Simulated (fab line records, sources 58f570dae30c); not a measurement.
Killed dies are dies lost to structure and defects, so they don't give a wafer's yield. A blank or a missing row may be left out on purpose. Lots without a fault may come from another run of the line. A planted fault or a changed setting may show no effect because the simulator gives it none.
fab line records | flow berkeley_cmos170
record lots=24 wafers=72 last_day=12
route steps=331 shown M1@248 V1@255 M2@286 M3@310
lots that met no fault: from a run of the same line without faults
start_h: hours from the record's first day to the start of the lot's first wafer shown | wait_h: hours since the lot's step before | " the same as in the row above | L1.1+2: a row that stands for several wafers | - no value, or no start given | * or withheld: withheld | < > ~ a bound
route shown NAME@n: a module of which the file shows steps, and the number in the route of the first | usual: mean/standard deviation of fault-free wafers | same: alike in all rows | chamber/n: place in a boat | sites: the reading at each site | _std_site: their standard deviation | _edge_site: outer sites' mean less inner sites' | radius_mm: how far each site lies from the wafer's centre | mask NAME#n: copy n | behind: the tool/chamber that last shaped the wafer | hold: why the lot was held/for how many hours/how that ended | device: the transistor (n, p or np) that didn't switch | end of line: the same wafers' tests at the end of the route | a step without rows: its recipe alone | killed: dies lost to structure and defects at the first sort, not the wafer's yield | map: a wafer's dies, x killed, . not, _ none there
set.NAME: the setting as run; set.NAME@STEP: as run at that earlier step | model.NAME: the simulator's own value behind a step, which no gauge read
steps of the route over a sample of lots; a table a step, a row a wafer
services: from which hour (start_h, from the record's first day; less than 0 if before it) a tool's chamber was out of use, for how many hours, and why
## steps
# step UCB170_M1_OVL_MEAS_10
# usual M1_OVL=2/5.6
# columns lot.wafer tool chamber start_h wait_h M1_OVL[nm]
L075.2 overlay-02 - 151.23 0.1 -2
L075.4 " - " " 2
L075.6 " - " " -2
L077.1 overlay-02 - 152.59 0.1 0
L077.5 " - " " 3
L077.6 " - " " -2
L076.3 overlay-01 - 152.88 0.1 6
L076.5 " - " " 17
L076.6 " - " " 2
L074.2 overlay-02 - 153.29 0.1 0
L074.5 " - " " -1
L074.6 " - " " 0
L078.1 overlay-02 - 164.70 0.1 1
L078.5 " - " " 0
L078.6 " - " " 1
L079.1 overlay-01 - 172.51 0.1 -1
L079.2 " - " " 6
L079.5 " - " " -1
L080.1 overlay-01 - 172.92 0.1 0
L080.4 " - " " -8
L080.5 " - " " 5
L082.1 overlay-02 - 189.38 0.1 -10
L082.4 " - " " 3
L082.5 " - " " 1
L081.3 overlay-01 - 189.65 0.1 2
L081.5 " - " " 3
L081.6 " - " " 15
L083.3 overlay-01 - 192.66 0.1 -12
L083.4 " - " " -5
L083.5 " - " " -5
L084.3 overlay-01 - 205.21 0.1 4
L084.4 " - " " -4
L084.6 " - " " -1
L085.2 overlay-01 - 206.89 0.1 6
L085.3 " - " " 9
L085.4 " - " " 14
L086.1 overlay-01 - 214.69 0.1 -1
L086.3 " - " " 8
L086.5 " - " " 0
L088.1 overlay-02 - 215.55 0.1 7
L088.4 " - " " -2
L088.6 " - " " -1
L087.1 overlay-02 - 216.10 0.1 3
L087.3 " - " " 0
L087.4 " - " " 6
L090.3 overlay-02 - 233.84 0.1 9
L090.5 " - " " -1
L090.6 " - " " -1
L089.1 overlay-01 - 234.27 0.1 2
L089.5 " - " " -1
L089.6 " - " " -2
L091.2 overlay-02 - 234.50 0.1 -9
L091.5 " - " " 7
L091.6 " - " " -9
L092.1 overlay-01 - 240.67 0.1 12
L092.4 " - " " 3
L092.5 " - " " 8
L093.1 overlay-02 - 253.58 0.1 -3
L093.2 " - " " -1
L093.3 " - " " -2
L094.3 overlay-01 - 258.60 0.1 -2
L094.5 " - " " 1
L094.6 " - " " 4
L095.1 overlay-01 - 258.93 0.1 1
L095.4 " - " " -1
L095.5 " - " " 16
L096.3 overlay-02 - 259.18 0.1 10
L096.4 " - " " 10
L096.5 " - " " 4
L097.2 overlay-01 - 266.84 0.1 1
L097.4 " - " " 3
L097.6 " - " " 6
# step UCB170_V1_THK_MEAS_01
# recipe reads=SiO2_of_V1_CVD_00
# usual V1_TEOS_THK=2011/26
# columns lot.wafer tool chamber start_h wait_h V1_TEOS_THK[nm]
L077.1 film_metro-03 - 156.65 0.1 1997
L077.5 " - " " 1993
L077.6 " - " " 2011
L075.2 film_metro-02 - 156.66 0.1 1967
L075.4 " - " " 2011
L075.6 " - " " 2029
L076.3 film_metro-04 - 156.67 0.1 1959
L076.5 " - " " 2007
L076.6 " - " " 2008
L074.2 film_metro-04 - 156.81 0.1 1996
L074.5 " - " " 2059
L074.6 " - " " 2014
L078.1 film_metro-03 - 171.46 0.1 2003
L078.5 " - " " 2029
L078.6 " - " " 2043
L079.1 film_metro-04 - 177.46 0.1 2003
L079.2 " - " " 2007
L079.5 " - " " 2021
L080.1 film_metro-02 - 177.46 0.1 2030
L080.4 " - " " 2035
L080.5 " - " " 2060
L082.1 film_metro-04 - 194.31 0.1 1984
L082.4 " - " " 2007
L082.5 " - " " 1988
L081.3 film_metro-02 - 194.33 0.1 1974
L081.5 " - " " 2028
L081.6 " - " " 2023
L083.3 film_metro-02 - 197.48 0.1 2002
L083.4 " - " " 2017
L083.5 " - " " 2028
L085.2 film_metro-02 - 210.13 0.1 1993
L085.3 " - " " 1981
L085.4 " - " " 2033
L084.3 film_metro-03 - 210.13 0.1 1970
L084.4 " - " " 2027
L084.6 " - " " 2006
L086.1 film_metro-03 - 220.50 0.1 1980
L086.3 " - " " 1991
L086.5 " - " " 2050
L087.1 film_metro-04 - 220.50 0.1 2027
L087.3 " - " " 2034
L087.4 " - " " 2058
L088.1 film_metro-02 - 220.50 0.1 1980
L088.4 " - " " 2005
L088.6 " - " " 2001
L090.3 film_metro-02 - 238.97 0.1 2022
L090.5 " - " " 2038
L090.6 " - " " 2014
L089.1 film_metro-03 - 238.98 0.1 1953
L089.5 " - " " 2003
L089.6 " - " " 2015
L091.2 film_metro-02 - 239.02 0.2 2012
L091.5 " - " " 2064
L091.6 " - " " 2049
L092.1 film_metro-03 - 244.35 0.1 1968
L092.4 " - " " 2028
L092.5 " - " " 2018
L093.1 film_metro-03 - 258.30 0.1 2010
L093.2 " - " " 2000
L093.3 " - " " 2031
L095.1 film_metro-03 - 263.32 0.1 2033
L095.4 " - " " 2052
L095.5 " - " " 2053
L094.3 film_metro-02 - 263.34 0.1 1995
L094.5 " - " " 2021
L094.6 " - " " 2029
L096.3 film_metro-02 - 263.40 0.1 1976
L096.4 " - " " 1982
L096.5 " - " " 1986
L097.2 film_metro-03 - 271.92 0.1 2008
L097.4 " - " " 2040
L097.6 " - " " 2050
# step UCB170_V1_THK_MEAS_04
# recipe reads=SiO2_of_V1_CVD_00
# usual V1_POLISHED_THK=1000.0/1.1
# columns lot.wafer tool chamber start_h wait_h V1_POLISHED_THK[nm]
L077.1 film_metro-02 - 157.13 0.1 1000.3
L077.5 " - " " 1000.9
L077.6 " - " " 999.2
L075.2 film_metro-03 - 157.14 0.1 999.9
L075.4 " - " " 998.6
L075.6 " - " " 999.6
L074.2 film_metro-03 - 157.44 0.1 1000.0
L074.5 " - " " 997.9
L074.6 " - " " 998.7
L076.3 film_metro-02 - 157.45 0.1 999.2
L076.5 " - " " 1000.7
L076.6 " - " " 1001.8
L078.1 film_metro-03 - 171.94 0.1 1000.6
L078.5 " - " " 1000.8
L078.6 " - " " 998.7
L079.1 film_metro-03 - 177.94 0.1 1000.0
L079.2 " - " " 998.1
L079.5 " - " " 1000.9
L080.1 film_metro-04 - 177.94 0.1 1000.7
L080.4 " - " " 1000.2
L080.5 " - " " 999.8
L082.1 film_metro-02 - 194.79 0.1 1000.0
L082.4 " - " " 1001.4
L082.5 " - " " 1000.0
L081.3 film_metro-04 - 194.81 0.1 998.3
L081.5 " - " " 999.4
L081.6 " - " " 1001.1
L083.3 film_metro-04 - 197.96 0.1 999.6
L083.4 " - " " 998.7
L083.5 " - " " 998.9
L085.2 film_metro-02 - 210.61 0.1 999.4
L085.3 " - " " 1000.1
L085.4 " - " " 999.7
L084.3 film_metro-03 - 210.61 0.1 998.5
L084.4 " - " " 999.8
L084.6 " - " " 997.4
L086.1 film_metro-03 - 220.98 0.1 999.7
L086.3 " - " " 1000.7
L086.5 " - " " 998.6
L088.1 film_metro-02 - 220.98 0.1 1001.9
L088.4 " - " " 1001.3
L088.6 " - " " 1002.4
L087.1 film_metro-04 - 221.28 0.1 1000.6
L087.3 " - " " 999.7
L087.4 " - " " 999.5
L090.3 film_metro-03 - 239.45 0.1 1002.1
L090.5 " - " " 998.8
L090.6 " - " " 999.9
L089.1 film_metro-02 - 239.46 0.1 1000.0
L089.5 " - " " 1001.6
L089.6 " - " " 1001.9
L091.2 film_metro-03 - 239.74 0.1 999.3
L091.5 " - " " 998.3
L091.6 " - " " 1000.9
L092.1 film_metro-03 - 244.83 0.1 1000.4
L092.4 " - " " 1000.8
L092.5 " - " " 1000.1
L093.1 film_metro-02 - 258.78 0.1 1001.1
L093.2 " - " " 1000.4
L093.3 " - " " 999.9
L094.3 film_metro-02 - 264.01 0.1 1001.1
L094.5 " - " " 999.9
L094.6 " - " " 1000.7
L095.1 film_metro-02 - 264.29 0.1 1000.5
L095.4 " - " " 1000.7
L095.5 " - " " 1000.8
L096.3 film_metro-03 - 264.61 0.1 999.3
L096.4 " - " " 1001.7
L096.5 " - " " 1000.3
L097.2 film_metro-04 - 272.40 0.1 1000.6
L097.4 " - " " 1000.6
L097.6 " - " " 999.2
# step UCB170_M2_CD_MEAS_15
# recipe target_cd_nm=700
# usual cd_nm=700.0/1.2
# columns lot.wafer tool chamber start_h wait_h cd_nm
L077.1 cd_sem-01 - 164.46 - 702.4
L077.5 " - " " 701.6
L077.6 " - " " 702.0
L075.2 cd_sem-01 - 164.65 - 699.2
L075.4 " - " " 699.1
L075.6 " - " " 698.9
L076.3 cd_sem-02 - 165.18 - 700.8
L076.5 " - " " 700.8
L076.6 " - " " 700.3
L074.2 cd_sem-02 - 165.38 - 702.3
L074.5 " - " " 701.6
L074.6 " - " " 701.3
L078.1 cd_sem-02 - 175.79 - 700.6
L078.5 " - " " 700.1
L078.6 " - " " 700.3
L079.1 cd_sem-01 - 182.99 - 703.1
L079.2 " - " " 701.3
L079.5 " - " " 701.4
L080.1 cd_sem-02 - 183.11 - 700.4
L080.4 " - " " 700.5
L080.5 " - " " 701.8
L081.3 cd_sem-01 - 199.32 - 699.4
L081.5 " - " " 701.9
L081.6 " - " " 700.8
L082.1 cd_sem-02 - 199.56 - 697.7
L082.4 " - " " 698.5
L082.5 " - " " 699.2
L083.3 cd_sem-02 - 203.27 - 699.2
L083.4 " - " " 700.4
L083.5 " - " " 700.1
L084.3 cd_sem-02 - 214.69 - 700.9
L084.4 " - " " 701.4
L084.6 " - " " 701.5
L085.2 cd_sem-01 - 214.91 - 699.6
L085.3 " - " " 699.2
L085.4 " - " " 699.6
L086.1 cd_sem-01 - 224.66 - 700.4
L086.3 " - " " 700.3
L086.5 " - " " 701.1
L088.1 cd_sem-02 - 225.11 - 699.1
L088.4 " - " " 698.0
L088.6 " - " " 697.0
L087.1 cd_sem-02 - 225.38 - 699.8
L087.3 " - " " 700.9
L087.4 " - " " 700.4
L090.3 cd_sem-02 - 245.76 - 697.3
L090.5 " - " " 697.5
L090.6 " - " " 698.5
L089.1 cd_sem-01 - 245.99 - 698.4
L089.5 " - " " 699.1
L089.6 " - " " 698.2
L091.2 cd_sem-02 - 246.16 - 698.7
L091.5 " - " " 698.8
L091.6 " - " " 699.6
L092.1 cd_sem-01 - 250.97 - 699.2
L092.4 " - " " 699.5
L092.5 " - " " 699.0
L093.1 cd_sem-01 - 262.45 - 700.2
L093.2 " - " " 699.2
L093.3 " - " " 699.3
L094.3 cd_sem-01 - 268.13 - 700.4
L094.5 " - " " 701.2
L094.6 " - " " 699.4
L095.1 cd_sem-02 - 268.78 - 700.4
L095.4 " - " " 703.0
L095.5 " - " " 699.2
L096.3 cd_sem-01 - 269.09 - 701.1
L096.4 " - " " 700.2
L096.5 " - " " 700.1
L097.2 cd_sem-02 - 279.24 - 700.4
L097.4 " - " " 699.2
L097.6 " - " " 699.8
# step UCB170_M2_METAL_ETCH_18
# recipe chemistry=Cl2/BCl3 target=Al stop_on=SiO2 pressure_mtorr=12 target_depth_a=11700 over_etch_frac=0.3 time_s=195 icp_w=600 bias_w=120 Cl2_flow_sccm=90 bcl3_flow_sccm=45
# usual chamber_pressure_mTorr=12.000/0.012 drypump_motor_current_A=5.5/0.32 he_backside_leak_sccm=3.5/0.4 oes_product_au=0.843/0.013 throttle_valve_pct=24.13/0.2
# columns lot.wafer tool chamber start_h wait_h chamber_pressure_mTorr drypump_motor_current_A he_backside_leak_sccm oes_product_au rf_hours_counter_h throttle_valve_pct
L077.1 rie_metal-03 1 164.66 - 11.989 5.5 3.6 0.836 11 24.36
L077.5 " 0 " " 12.009 6.1 3.1 0.846 - 24.03
L077.6 " 1 " " 12.005 5.5 6.0 0.835 - 24.39
L075.2 rie_metal-02 0 164.83 - 12.017 5.2 3.6 0.856 5 24.39
L075.4 " 0 " " 11.987 5.2 3.5 0.848 - 24.42
L075.6 " 0 " " 12.002 5.1 3.4 0.849 - 24.43
L076.3 rie_metal-01 1 165.40 - 12.002 5.6 2.9 0.830 - 23.93
L076.5 " 1 " " 12.003 5.6 3.1 0.830 - 23.93
L076.6 " 0 " " 11.995 5.2 3.3 0.837 - 24.06
L074.2 rie_metal-03 1 165.56 - 12.006 5.5 3.8 0.832 11 24.36
L074.5 " 1 " " 11.995 5.5 3.6 0.843 - 24.36
L074.6 " 0 " " 11.944 6.1 3.0 0.847 - 24.04
L078.1 rie_metal-02 1 175.99 - 12.002 5.6 3.6 0.854 9 23.91
L078.5 " 0 " " 12.009 5.1 3.4 0.852 - 24.41
L078.6 " 1 " " 12.014 5.6 3.8 0.856 - 23.92
L079.1 rie_metal-03 0 183.19 - 12.000 6.1 3.2 0.839 7 24.04
L079.2 " 1 " " 12.017 5.5 3.4 0.827 12 24.37
L079.5 " 1 " " 11.983 5.5 3.4 0.827 - 24.36
L080.1 rie_metal-01 0 183.30 - 11.991 5.1 3.3 0.823 5 24.07
L080.4 " 0 " " 12.011 5.1 3.4 0.831 - 24.08
L080.5 " 0 " " 11.977 5.2 3.4 0.825 - 24.08
L081.3 rie_metal-02 1 199.54 - 12.022 5.6 3.7 0.852 - 23.92
L081.5 " 1 " " 12.015 5.6 3.7 0.853 - 23.91
L081.6 " 0 " " 12.014 5.1 3.5 0.852 - 24.42
L082.1 rie_metal-03 1 199.76 - 12.000 5.5 3.6 0.832 12 24.35
L082.4 " 1 " " 11.976 5.5 3.7 0.837 - 24.35
L082.5 " 1 " " 12.003 5.5 3.6 0.835 - 24.37
L083.3 rie_metal-01 1 203.49 - 12.003 5.6 3.1 0.826 - 23.94
L083.4 " 0 " " 11.980 5.1 3.4 0.833 - 24.08
L083.5 " 0 " " 12.003 5.1 3.7 0.834 - 24.07
L084.3 rie_metal-02 0 214.91 - 12.006 5.2 3.8 0.859 - 24.38
L084.4 " 1 " " 11.997 5.6 3.5 0.870 - 23.90
L084.6 " 0 " " 11.997 5.1 3.6 0.853 - 24.40
L085.2 rie_metal-03 0 215.09 - 12.010 6.1 3.0 0.842 8 24.03
L085.3 " 0 " " 12.002 6.1 3.2 0.852 - 24.02
L085.4 " 1 " " 11.983 5.5 3.5 0.820 - 24.37
L086.1 rie_metal-02 0 224.86 - 11.998 5.2 3.6 0.856 6 24.39
L086.3 " 1 " " 11.996 5.6 3.5 0.861 - 23.91
L086.5 " 0 " " 12.006 5.2 3.5 0.846 - 24.41
L088.1 rie_metal-03 0 225.31 - 12.003 6.1 3.0 0.851 8 24.03
L088.4 " 0 " " 11.996 6.1 3.2 0.837 - 24.03
L088.6 " 0 " " 11.993 6.1 3.2 0.845 - 24.05
L087.1 rie_metal-01 1 225.58 - 12.010 5.6 2.7 0.830 2 23.93
L087.3 " 1 " " 12.007 5.6 3.0 0.829 - 23.93
L087.4 " 0 " " 11.993 5.1 3.4 0.825 - 24.06
L090.3 rie_metal-02 0 245.98 - 12.005 5.2 3.3 0.869 - 24.42
L090.5 " 0 " " 12.023 5.1 3.6 0.863 - 24.41
L090.6 " 1 " " 12.007 5.6 3.5 0.873 - 23.93
L089.1 rie_metal-01 0 246.19 - 12.010 5.1 3.5 0.837 7 24.06
L089.5 " 1 " " 11.991 5.6 3.3 0.832 - 23.92
L089.6 " 0 " " 12.000 5.2 3.4 0.828 - 24.08
L091.2 rie_metal-03 1 246.33 - 11.981 5.5 3.6 0.837 13 24.34
L091.5 " 0 " " 12.007 6.1 3.2 0.841 - 24.01
L091.6 " 1 " " 11.997 5.5 3.6 0.818 - 24.36
L092.1 rie_metal-02 0 251.17 - 12.003 5.1 3.3 0.847 7 24.39
L092.4 " 0 " " 11.999 5.1 3.3 0.856 - 24.41
L092.5 " 1 " " 11.985 5.6 3.5 0.853 - 23.93
L093.1 rie_metal-02 0 262.65 - 12.001 5.1 3.9 0.860 7 24.41
L093.2 " 1 " " 12.013 5.6 3.6 0.852 11 23.92
L093.3 " 0 " " 12.008 5.2 3.8 0.855 - 24.41
L094.3 rie_metal-03 0 268.35 - 11.991 6.1 3.1 0.850 - 24.03
L094.5 " 1 " " 11.994 5.5 3.6 0.835 - 24.36
L094.6 " 0 " " 12.013 6.1 3.1 0.841 - 24.02
L095.1 rie_metal-02 1 268.98 - 12.009 5.6 3.7 0.864 12 23.91
L095.4 " 1 " " 12.018 5.6 3.6 0.870 - 23.92
L095.5 " 1 " " 11.986 5.6 3.6 0.861 - 23.91
L096.3 rie_metal-01 0 269.32 - 12.003 5.2 3.2 0.832 - 24.06
L096.4 " 1 " " 11.983 5.6 3.2 0.837 - 23.92
L096.5 " 0 " " 12.013 5.1 3.4 0.835 - 24.07
L097.2 rie_metal-02 1 279.42 - 12.020 5.6 3.5 0.854 12 23.90
L097.4 " 1 " " 12.003 5.6 3.4 0.860 - 23.91
L097.6 " 0 " " 12.011 5.1 3.3 0.853 - 24.42
# step UCB170_M3_SPUTTER_01
# recipe material=Al target_thk_nm=900 time_s=120 power_w=6000 chamber_pressure_pa=0.5
# usual throttle_valve_pct=29.7/1.2
# columns lot.wafer tool chamber start_h wait_h throttle_valve_pct
L077.1 pvd_sputter-01 - 167.46 0.0 29.5
L077.5 " - " " 29.2
L077.6 " - " " 27.2
L075.2 pvd_sputter-02 - 167.70 0.0 28.3
L075.4 " - " " 30.0
L075.6 " - " " 30.1
L076.3 pvd_sputter-04 - 168.08 0.0 30.2
L076.5 " - " " 31.0
L076.6 " - " " 31.3
L074.2 pvd_sputter-01 - 168.43 0.0 29.8
L074.5 " - " " 29.9
L074.6 " - " " 29.3
L078.1 pvd_sputter-01 - 178.82 0.0 26.9
L078.5 " - " " 26.8
L078.6 " - " " 29.3
L079.1 pvd_sputter-01 - 186.20 0.0 29.3
L079.2 " - " " 30.1
L079.5 " - " " 29.3
L080.1 pvd_sputter-02 - 186.26 0.0 30.0
L080.4 " - " " 30.1
L080.5 " - " " 28.0
L081.3 pvd_sputter-04 - 202.47 0.0 31.2
L081.5 " - " " 29.7
L081.6 " - " " 31.3
L082.1 pvd_sputter-02 - 202.62 0.0 29.9
L082.4 " - " " 28.2
L082.5 " - " " 29.8
L083.3 pvd_sputter-04 - 206.72 0.0 31.5
L083.4 " - " " 30.0
L083.5 " - " " 30.1
L084.3 pvd_sputter-02 - 219.12 0.0 30.2
L084.4 " - " " 29.9
L084.6 " - " " 29.8
L085.2 pvd_sputter-04 - 219.39 0.0 31.1
L085.3 " - " " 29.6
L085.4 " - " " 30.0
L086.1 pvd_sputter-01 - 227.69 0.0 29.6
L086.3 " - " " 29.2
L086.5 " - " " 27.4
L088.1 pvd_sputter-04 - 228.07 0.0 31.2
L088.4 " - " " 31.4
L088.6 " - " " 29.4
L087.1 pvd_sputter-02 - 228.46 0.0 30.0
L087.3 " - " " 28.5
L087.4 " - " " 29.8
L090.3 pvd_sputter-01 - 249.05 0.0 27.0
L090.5 " - " " 29.4
L090.6 " - " " 29.8
L089.1 pvd_sputter-04 - 249.71 0.0 29.3
L089.5 " - " " 31.2
L089.6 " - " " 30.9
L091.2 pvd_sputter-02 - 250.01 0.0 29.9
L091.5 " - " " 29.8
L091.6 " - " " 28.0
L092.1 pvd_sputter-04 - 254.34 0.0 30.1
L092.4 " - " " 31.4
L092.5 " - " " 29.7
L093.1 pvd_sputter-04 - 265.55 0.0 29.7
L093.2 " - " " 31.0
L093.3 " - " " 29.5
L094.3 pvd_sputter-01 - 271.88 0.0 29.8
L094.5 " - " " 29.2
L094.6 " - " " 27.0
L095.1 pvd_sputter-04 - 271.99 0.0 29.7
L095.4 " - " " 30.0
L095.5 " - " " 31.2
L096.3 pvd_sputter-02 - 272.31 0.0 30.3
L096.4 " - " " 29.8
L096.5 " - " " 27.9
L097.2 pvd_sputter-04 - 282.16 0.0 31.3
L097.4 " - " " 29.5
L097.6 " - " " 29.8
## services
# columns tool chamber start_h hours kind
rie_metal-02 0 195.26 4.0 repair
pvd_sputter-01 3 204.91 - consumable_replace:kit
pvd_sputter-01 3 204.91 18.0 scheduled_down
pvd_sputter-01 3 204.91 18.0 vent_cycle
rie_metal-02 - 221.33 2.8 pm
## key
fault none
